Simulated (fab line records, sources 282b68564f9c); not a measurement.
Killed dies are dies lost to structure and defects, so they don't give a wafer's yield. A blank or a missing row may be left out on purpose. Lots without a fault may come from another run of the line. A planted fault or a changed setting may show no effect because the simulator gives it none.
fab line records | flow rit_cmos
record lots=7 wafers=21 last_day=6
route steps=202 shown NLDD@103 PLDD@114 M1@202
lots that met no fault: from a run of the same line without faults
start_h: hours from the record's first day to the start of the lot's first wafer shown | wait_h: hours since the lot's step before | " the same as in the row above | L1.1+2: a row that stands for several wafers | - no value, or no start given | * or withheld: withheld | < > ~ a bound
route shown NAME@n: a module of which the file shows steps, and the number in the route of the first | usual: mean/standard deviation of fault-free wafers | same: alike in all rows | chamber/n: place in a boat | sites: the reading at each site | _std_site: their standard deviation | _edge_site: outer sites' mean less inner sites' | radius_mm: how far each site lies from the wafer's centre | mask NAME#n: copy n | behind: the tool/chamber that last shaped the wafer | hold: why the lot was held/for how many hours/how that ended | device: the transistor (n, p or np) that didn't switch | end of line: the same wafers' tests at the end of the route | a step without rows: its recipe alone | killed: dies lost to structure and defects at the first sort, not the wafer's yield | map: a wafer's dies, x killed, . not, _ none there
set.NAME: the setting as run; set.NAME@STEP: as run at that earlier step | model.NAME: the simulator's own value behind a step, which no gauge read
lots at some steps of the route; a table a step, a row a wafer
services: from which hour (start_h, from the record's first day; less than 0 if before it) a tool's chamber was out of use, for how many hours, and why
## steps
# step RIT_NLDD_HMDS_00
# recipe prime_time_s=60 prime_temp_c=140
# step RIT_NLDD_COAT_01
# recipe resist=NOVOLAK spin_rpm=3250 resist_thk_nm=1000
# step RIT_NLDD_SOFTBAKE_02
# recipe resist=NOVOLAK temp_c=90 time_s=60
# step RIT_NLDD_EXPOSE_03
# recipe mask_id=M7 na=0.57 target_cd_nm=40700 dose_mj=250
# step RIT_NLDD_PEB_04
# recipe resist=NOVOLAK temp_c=withheld time_s=withheld
# step RIT_NLDD_DEVELOP_05
# recipe resist=NOVOLAK develop_time_s=50 dev_temp_c=23
# step RIT_NLDD_OVL_MEAS_06
# usual NLDD_OVL=-0.7/1.6
# columns lot.wafer tool chamber start_h wait_h NLDD_OVL[nm]
L756.1 overlay-01 - 43.78 - -3.0
L756.3 " - " " -4.1
L756.5 " - " " -2.5
L759.4 overlay-01 - 57.92 - -2.7
L759.5 " - " " -0.2
L759.6 " - " " -2.9
L761.1 overlay-01 - 67.05 - 0.6
L761.5 " - " " 0.7
L761.6 " - " " -0.6
L762.3 overlay-01 - 73.56 - -0.9
L762.5 " - " " -0.7
L762.6 " - " " -1.2
L763.1 overlay-01 - 78.75 - 0.8
L763.2 " - " " -1.4
L763.4 " - " " -0.4
L767.2 overlay-01 - 98.03 - -1.3
L767.3 " - " " -1.4
L767.6 " - " " -0.3
L773.2 overlay-02 - 127.27 - 0.3
L773.4 " - " " -0.5
L773.5 " - " " 1.5
# step RIT_NLDD_HARDBAKE_07
# recipe resist=NOVOLAK temp_c=140 time_s=60
# step RIT_NLDD_IMPLANT_08
# recipe species=P energy_kev=20 dose_cm2=5e+14 tilt_deg=7
# step RIT_NLDD_STRIP_09
# recipe chemistry=O2 time_s=180 resist=NOVOLAK platen_temp_c=withheld power_w=500 pressure_mtorr=4000 o2_flow_sccm=4000
# usual drypump_motor_current_A=5.9/0.54
# columns lot.wafer tool chamber start_h wait_h drypump_motor_current_A rf_hours_counter_h
L756.1 plasma_asher-03 0 44.12 0.1 6.7 41
L756.3 " 0 " " 6.7 -
L756.5 " 1 " " 5.5 -
L759.4 plasma_asher-03 1 58.29 0.1 5.5 -
L759.5 " 1 " " 5.5 -
L759.6 " 0 " " 6.7 -
L761.1 plasma_asher-02 1 67.50 0.1 5.7 40
L761.5 " 1 " " 5.7 -
L761.6 " 0 " " 5.4 -
L762.3 plasma_asher-03 0 73.94 0.1 6.7 -
L762.5 " 0 " " 6.7 -
L762.6 " 1 " " 5.4 -
L763.1 plasma_asher-03 1 79.09 0.1 5.5 45
L763.2 " 0 " " 6.7 45
L763.4 " 1 " " 5.5 -
L767.2 plasma_asher-02 0 98.36 0.1 5.5 43
L767.3 " 1 " " 5.7 -
L767.6 " 1 " " 5.7 -
L773.2 plasma_asher-03 0 127.60 0.1 6.7 50
L773.4 " 0 " " 6.7 -
L773.5 " 0 " " 6.7 -
# step RIT_NLDD_TW_MEAS_10
# usual NLDD_TW=2468/33
# columns lot.wafer tool chamber start_h wait_h NLDD_TW
L756.1 film_metro-03 - 44.29 0.1 2518
L756.3 " - " " 2502
L756.5 " - " " 2515
L759.4 film_metro-02 - 58.44 0.1 2458
L759.5 " - " " 2462
L759.6 " - " " 2459
L761.1 film_metro-02 - 67.68 0.1 2437
L761.5 " - " " 2455
L761.6 " - " " 2446
L762.3 film_metro-02 - 74.08 0.1 2437
L762.5 " - " " 2411
L762.6 " - " " 2419
L763.1 film_metro-03 - 79.26 0.1 2501
L763.2 " - " " 2505
L763.4 " - " " 2500
L767.2 film_metro-04 - 98.54 0.1 2459
L767.3 " - " " 2460
L767.6 " - " " 2462
L773.2 film_metro-04 - 127.78 0.1 2492
L773.4 " - " " 2494
L773.5 " - " " 2469
# step RIT_PLDD_HMDS_00
# recipe prime_time_s=60 prime_temp_c=140
# step RIT_PLDD_COAT_01
# recipe resist=NOVOLAK spin_rpm=3250 resist_thk_nm=1000
# usual spin_speed_rpm=3250.6/2.1
# columns lot.wafer tool chamber start_h wait_h spin_speed_rpm model.NOVOLAK_of_PLDD_COAT_01.thk_nm
L756.1 litho_track-02 0 44.55 0.1 3254.7 995
L756.3 " 0 " " 3250.8 999.9
L756.5 " 0 " " 3249.6 994.8
L759.4 litho_track-03 0 58.70 0.1 3249.7 997.5
L759.5 " 0 " " 3251.2 998.4
L759.6 " 0 " " 3249.3 1001
L761.1 litho_track-03 0 68.05 0.1 3250.6 997.4
L761.5 " 0 " " 3250.8 997.5
L761.6 " 0 " " 3250.3 997.7
L762.3 litho_track-02 0 74.32 0.1 3447.3 974.1
L762.5 " 0 " " 3450.8 975
L762.6 " 0 " " 3445.6 972.8
L763.1 litho_track-02 0 79.47 0.1 3448.2 974.8
L763.2 " 0 " " 3445.7 970.7
L763.4 " 0 " " 3444.9 976.3
L767.2 litho_track-02 0 98.77 0.1 3449.6 971.6
L767.3 " 0 " " 3447.8 973.2
L767.6 " 0 " " 3451.9 975.4
L773.2 litho_track-03 0 128.01 0.1 3251.5 999
L773.4 " 0 " " 3252.1 1001
L773.5 " 0 " " 3249.5 1000
# step RIT_PLDD_SOFTBAKE_02
# recipe resist=NOVOLAK temp_c=90 time_s=60
# step RIT_PLDD_EXPOSE_03
# recipe mask_id=M8 na=0.57 target_cd_nm=40900 dose_mj=250
# step RIT_PLDD_PEB_04
# recipe resist=NOVOLAK temp_c=withheld time_s=withheld
# step RIT_PLDD_DEVELOP_05
# recipe resist=NOVOLAK develop_time_s=50 dev_temp_c=23
# step RIT_PLDD_OVL_MEAS_06
# usual PLDD_OVL=0.0/1.5
# columns lot.wafer tool chamber start_h wait_h PLDD_OVL[nm]
L756.1 overlay-01 - 45.25 - 0.4
L756.3 " - " " 0.3
L756.5 " - " " 0.4
L759.4 overlay-01 - 59.46 - 1.6
L759.5 " - " " 2.1
L759.6 " - " " 1.6
L761.1 overlay-01 - 68.88 - 2.0
L761.5 " - " " 0.9
L761.6 " - " " 1.1
L762.3 overlay-01 - 74.98 - -0.6
L762.5 " - " " -1.3
L762.6 " - " " -1.4
L763.1 overlay-02 - 80.34 - 0.1
L763.2 " - " " 0.0
L763.4 " - " " -0.2
L767.2 overlay-02 - 99.58 - 1.4
L767.3 " - " " 0.7
L767.6 " - " " 1.5
L773.2 overlay-01 - 128.82 - -1.2
L773.4 " - " " -1.1
L773.5 " - " " 0.0
# step RIT_PLDD_HARDBAKE_07
# recipe resist=NOVOLAK temp_c=140 time_s=60
# columns lot.wafer tool chamber start_h wait_h model.NOVOLAK_of_PLDD_COAT_01.thk_nm
L756.1+5 litho_track-04 0 45.28 0.0 879.3
L756.3 " 0 " " 883.7
L759.4 litho_track-04 0 59.56 0.1 881.6
L759.5 " 0 " " 882.3
L759.6 " 0 " " 884.2
L761.1 litho_track-02 0 68.91 0.0 881.5
L761.5 " 0 " " 881.6
L761.6 " 0 " " 881.7
L762.3 litho_track-02 0 75.05 0.1 861.1
L762.5 " 0 " " 861.9
L762.6 " 0 " " 859.9
L763.1 litho_track-02 0 80.46 0.1 861.8
L763.2 " 0 " " 858.1
L763.4 " 0 " " 863.1
L767.2 litho_track-02 0 99.63 0.0 859
L767.3 " 0 " " 860.4
L767.6 " 0 " " 862.2
L773.2 litho_track-03 0 128.88 0.0 882.9
L773.4 " 0 " " 884.4
L773.5 " 0 " " 884.1
# step RIT_PLDD_IMPLANT_08
# recipe species=BF2 energy_kev=20 dose_cm2=9e+14 tilt_deg=7
# step RIT_M1_PROBE_99
# usual killed_at_M0_to_M3=0.0/0.083 killed_at_contacts=0.1/0.24 killed_at_front_end=7/3.1 killed_dies=7/3.1 killed_open=3.3/2 killed_short=3.4/2.1
# same gross_dies=264 killed_at_M4_up=0 killed_at_back_side=0 killed_at_other=0
# columns lot.wafer tool chamber start_h wait_h killed_at_M0_to_M3 killed_at_contacts killed_at_front_end killed_dies killed_open killed_short
L756.1 prober-01 - 60.73 0.1 0 0 6 6 3 3
L756.3 prober-01 - 60.83 0.2 1 0 4 5 2 3
L756.5 prober-01 - 60.93 0.2 0 0 4 4 3 1
L759.4 prober-02 - 74.19 0.2 0 0 9 9 4 5
L759.5 prober-02 - 74.24 0.2 0 0 11 11 5 6
L759.6 prober-02 - 74.29 0.2 0 0 4 4 2 2
L761.1 prober-02 - 82.76 0.1 0 0 10 10 4 6
L761.5 prober-02 - 82.96 0.2 0 0 7 7 4 3
L761.6 prober-02 - 83.01 0.2 0 0 14 14 8 6
L762.3 prober-01 - 89.04 0.2 0 0 10 10 3 7
L762.5 prober-01 - 89.14 0.2 0 0 6 6 5 1
L762.6 prober-01 - 89.19 0.2 0 0 6 6 2 4
L763.1 prober-02 - 95.57 0.1 0 0 6 6 3 3
L763.2 prober-02 - 95.62 0.1 0 0 10 10 6 4
L763.4 prober-02 - 95.72 0.2 0 0 8 8 2 6
L767.2 prober-01 - 115.47 0.1 0 0 3 3 3 0
L767.3 prober-01 - 115.52 0.2 0 1 5 6 4 2
L767.6 prober-01 - 115.67 0.2 0 0 10 10 6 4
L773.2 prober-01 - 143.72 0.1 0 0 7 7 6 1
L773.4 prober-01 - 143.82 0.2 0 0 4 4 1 3
L773.5 prober-01 - 143.87 0.2 0 0 6 6 3 3
# killed by level:class
L756.1 GATE:geometric_particle:short=2 FOX1:geometric_particle:open=1 GATE:geometric_particle:open=1 SPACER:geometric_particle:short=1 SPACER:geometric_particle:open=1
L756.3 REOX:geometric_particle:short=1 SPACER:geometric_particle:short=1 SPACER:geometric_particle:open=1 SILICIDE:geometric_particle:open=1 M1:geometric_particle:short=1
L756.5 GATE:geometric_particle:open=2 GATE:geometric_particle:short=1 FOX2:geometric_particle:open=1
L759.4 FOX1:geometric_particle:short=2 GATE:geometric_particle:short=2 FOX1:geometric_particle:open=1 FOX2:geometric_particle:open=1 GATE:geometric_particle:open=1 REOX:geometric_particle:short=1 SPACER:geometric_particle:open=1
L759.5 REOX:geometric_particle:short=2 FOX1:geometric_particle:short=1 FOX1:geometric_particle:open=1 FOX2:geometric_particle:short=1 FOX2:geometric_particle:open=1 GATE:geometric_particle:open=1 REOX:geometric_particle:open=1 SPACER:geometric_particle:short=1
L759.6 FOX1:geometric_particle:short=1 GATE:geometric_particle:open=1 GATE:geometric_particle:short=1 REOX:geometric_particle:open=1
L761.1 FOX2:geometric_particle:short=3 FOX1:geometric_particle:open=1 FOX2:geometric_particle:open=1 GATE:geometric_particle:short=1 REOX:geometric_particle:open=1 SPACER:geometric_particle:short=1 SPACER:geometric_particle:open=1 SILICIDE:geometric_particle:short=1
L761.5 FOX1:geometric_particle:short=2 REOX:geometric_particle:open=2 FOX1:geometric_particle:open=1 GATE:geometric_particle:short=1 SPACER:geometric_particle:open=1
L761.6 FOX1:geometric_particle:short=2 GATE:geometric_particle:open=2 SPACER:geometric_particle:open=2 SILICIDE:geometric_particle:open=2 FOX1:geometric_particle:open=1 FOX2:geometric_particle:short=1 FOX2:geometric_particle:open=1 GATE:geometric_particle:short=1
L762.3 REOX:geometric_particle:short=3 FOX2:geometric_particle:short=2 FOX2:geometric_particle:open=1 GATE:geometric_particle:open=1 REOX:geometric_particle:open=1 SPACER:geometric_particle:short=1 SILICIDE:geometric_particle:short=1
L762.5 GATE:geometric_particle:open=2 REOX:geometric_particle:open=2 SPACER:geometric_particle:open=1 SILICIDE:geometric_particle:short=1
L762.6 SPACER:geometric_particle:short=3 GATE:geometric_particle:open=2 FOX1:geometric_particle:short=1
L763.1 SILICIDE:geometric_particle:short=2 FOX2:geometric_particle:short=1 GATE:geometric_particle:open=1 REOX:geometric_particle:open=1 SILICIDE:geometric_particle:open=1
L763.2 SILICIDE:geometric_particle:open=3 FOX1:geometric_particle:open=2 SPACER:geometric_particle:short=2 FOX1:geometric_particle:short=1 GATE:geometric_particle:short=1 REOX:geometric_particle:open=1
L763.4 GATE:geometric_particle:short=4 FOX2:geometric_particle:open=1 REOX:geometric_particle:short=1 REOX:geometric_particle:open=1 SPACER:geometric_particle:short=1
L767.2 REOX:geometric_particle:open=2 GATE:geometric_particle:open=1
L767.3 REOX:geometric_particle:open=2 FOX1:geometric_particle:open=1 GATE:geometric_particle:open=1 GATE:geometric_particle:short=1 CONTACT:geometric_particle:short=1
L767.6 REOX:geometric_particle:open=3 FOX1:geometric_particle:open=2 GATE:geometric_particle:short=2 FOX1:geometric_particle:short=1 GATE:geometric_particle:open=1 REOX:geometric_particle:short=1
L773.2 GATE:geometric_particle:open=2 FOX1:geometric_particle:short=1 FOX1:geometric_particle:open=1 FOX2:geometric_particle:open=1 REOX:geometric_particle:open=1 SILICIDE:geometric_particle:open=1
L773.4 FOX2:geometric_particle:short=1 GATE:geometric_particle:short=1 SPACER:geometric_particle:open=1 SILICIDE:geometric_particle:short=1
L773.5 GATE:geometric_particle:open=2 GATE:geometric_particle:short=1 REOX:geometric_particle:short=1 SPACER:geometric_particle:open=1 SILICIDE:geometric_particle:short=1
## services
# columns tool chamber start_h hours kind
plasma_asher-03 - 29.45 3.2 repair
plasma_asher-02 - 108.75 9.0 pm
plasma_asher-02 0 108.75 9.0 vent_cycle
plasma_asher-02 1 108.75 9.0 vent_cycle
plasma_asher-03 - 117.44 8.2 repair
plasma_asher-02 0 117.75 - clean
plasma_asher-02 1 117.75 - clean
## key
first_sign step=RIT_PLDD_COAT_01 reading=spin_speed_rpm direction=up sigmas=95 usual=3250.6 struck=3448.0
effect none on later readings
model_effect step=RIT_PLDD_COAT_01 value=NOVOLAK_of_PLDD_COAT_01.thk_nm without=1003 struck=973.8
model_effect step=RIT_PLDD_HARDBAKE_07 value=NOVOLAK_of_PLDD_COAT_01.thk_nm without=886.3 struck=860.8
met_at RIT_PLDD_COAT_01
struck_wafers L762.3,L762.5,L762.6,L763.1,L763.2,L763.4,L767.2,L767.3,L767.6
tester_left_out L762,L763,L767
onset_between 44.55 74.32
fault kind=process_parameter_drift tool=litho_track-02 chamber=- onset_h=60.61 steps=RIT_PLDD_COAT_01 channel=spin_rpm offset=197 shape=step end_h=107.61 acts_in=these_recipes_only stated=3250
# tester_left_out: of these lots the tester's yield and bins aren't shown, on N5 and GAA mostly nor the transistor test; their killed dies are dies lost to structure and defects alone, not to doping, threshold or leakage, so they don't give the yield
